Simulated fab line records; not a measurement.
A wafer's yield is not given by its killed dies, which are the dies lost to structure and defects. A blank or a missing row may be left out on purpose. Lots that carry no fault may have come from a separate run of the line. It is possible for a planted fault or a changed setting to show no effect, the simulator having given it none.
Matching of chambers -- flow berkeleyCmos170 -- UCB170_PWELL_ETCH_14 on rieDiel-03: 4 sister chambers
The step etches Si3N4 in CH3F/Ar/O2, stops on SiO2, target depth 242 nm, time 153.4 s. 4 wafers are shown with their chamber, then 7 later ones without.

## WAFERS PAIRED WITH THEIR CHAMBERS
wafer,chamber,drypumpMotorCurrentA (A)
L360.3,2,5.2
L364.1,1,5.1
L366.1,3,5.3
L366.2,0,4.7

## WAFERS WITHOUT THEIR CHAMBER
wafer,drypumpMotorCurrentA (A)
L366.3,5.1
L368.2,4.7
L368.4,5.2
L368.5,5.3
L375.4,4.8
L375.5,5.0
L375.6,4.7

## WHICH CHAMBER EACH ONE RAN IN
wafer,from the rows above,in truth
L366.3,can't be placed: 1 or 2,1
L368.2,0,0
L368.4,can't be placed: 2 or 3 or 1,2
L368.5,can't be placed: 3 or 2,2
L375.4,0,0
L375.5,can't be placed: 1 or 2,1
L375.6,0,0
3 of 7 placed correctly. These rows do not allow placing 4 (true chamber among the candidates in 4). Wrongly placed: 0.
How it was worked out, from the rows above alone: a wafer's distance from a chamber is the root of the sum, over the readings, of the square of ((its reading less the chamber's mean) divided by the reading's scatter). If the next closest chamber is less than 2 further off than the closest, the wafer can't be placed; otherwise it belongs to the closest. The mean given for a chamber averages the wafers shown for that chamber. The scatter: with one shown wafer a chamber, the root of the mean of the squares of how far each hidden wafer lies from its nearest shown one.
